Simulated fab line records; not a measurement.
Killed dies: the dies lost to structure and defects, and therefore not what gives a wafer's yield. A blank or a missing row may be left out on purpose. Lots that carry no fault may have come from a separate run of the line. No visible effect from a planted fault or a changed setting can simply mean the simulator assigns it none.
A single fault, viewed from 2 desks -- flow ritCmos -- what lay behind the numbers comes last; until then each desk has only its own

## METROLOGY DESK
What the gauges read for every lot (on any tool): the sampled wafers with a number, averaged. A lot is out of limits, marked OUT, if its mean lies more than 4 standard deviations from the usual mean; the brackets give that distance.
Columns: A = NRETRO_TW at RIT_NRETRO_TW_MEAS_10, usual 1049; B = GATE_POLY_THK at RIT_GATE_THK_MEAS_09, usual 250 nm
lot,first seen here,A,B
L955,day 2 11:17,1043,248
L956,day 2 16:23,1041,252
L957,day 2 16:59,1040,247
L958,day 3 00:57,1056,251
L959,day 3 05:27,1044,250
L960,day 3 07:12,1053,256
L962,day 3 20:07,1043,249
L963,day 4 00:20,1038,249
L964,day 4 05:19,1037,250
L972,day 5 22:59,1015,249
L974,day 6 13:47,1007 (-4.5) OUT,255
L975,day 6 17:43,1064,246
L977,day 6 21:44,1066,249
L978,day 7 03:53,1042,252
This desk's result: L974 out of limits, first on L974 (NRETRO_TW at RIT_NRETRO_TW_MEAS_10), day 6 13:47. In limits: L955, L956, L957, L958, L959, L960, L962, L963, L964, L972, L975, L977, L978.

## THE TOOL OWNER'S DESK: implanter-03
The tool's own readings at RIT_NRETRO_IMPLANT_08: means of the sampled wafers that have a number, for each lot that ran on this tool. A lot is out of limits, marked OUT, if its mean lies more than 4 standard deviations from the usual mean; the brackets give that distance.
Columns: A = doseIonsCm2 at RIT_NRETRO_IMPLANT_08, usual 9.998e+12; B = faradayCurrentUA at RIT_NRETRO_IMPLANT_08, usual 31.8; C = tiltDeg at RIT_NRETRO_IMPLANT_08, usual 6.834 degrees
lot,first seen here,A,B,C
L958,day 3 00:38,9.992e+12,31.6,6.872
L972,day 5 22:41,8.795e+12 (-99 or more) OUT,28.3 (-5.4) OUT,6.862
L974,day 6 13:28,8.810e+12 (-99) OUT,27.9 (-5.9) OUT,6.861
This desk finds L972, L974 out of limits, L972 being first, at day 5 22:41 (doseIonsCm2 at RIT_NRETRO_IMPLANT_08). In limits: L958.

## BROUGHT TOGETHER
The tool owner's desk could have raised an alarm at day 5 22:41, on L972, L974.
At day 6 13:47 the metrology desk could have sounded an alarm, on L974.
The metrology desk holds a record of L972, inside its limits.
On implanter-03, each named lot ran RIT_NRETRO_IMPLANT_08.

## WHAT THE SIMULATOR HAD INSERTED
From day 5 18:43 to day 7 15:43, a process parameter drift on implanter-03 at RIT_NRETRO_IMPLANT_08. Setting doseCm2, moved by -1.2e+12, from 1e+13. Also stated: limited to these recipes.
Struck lots among those shown: L972, L974.
Delay (hours) between the fault's onset and each desk's first out-of-limits reading: 4 at the tool owner's desk, 19 at the metrology desk.
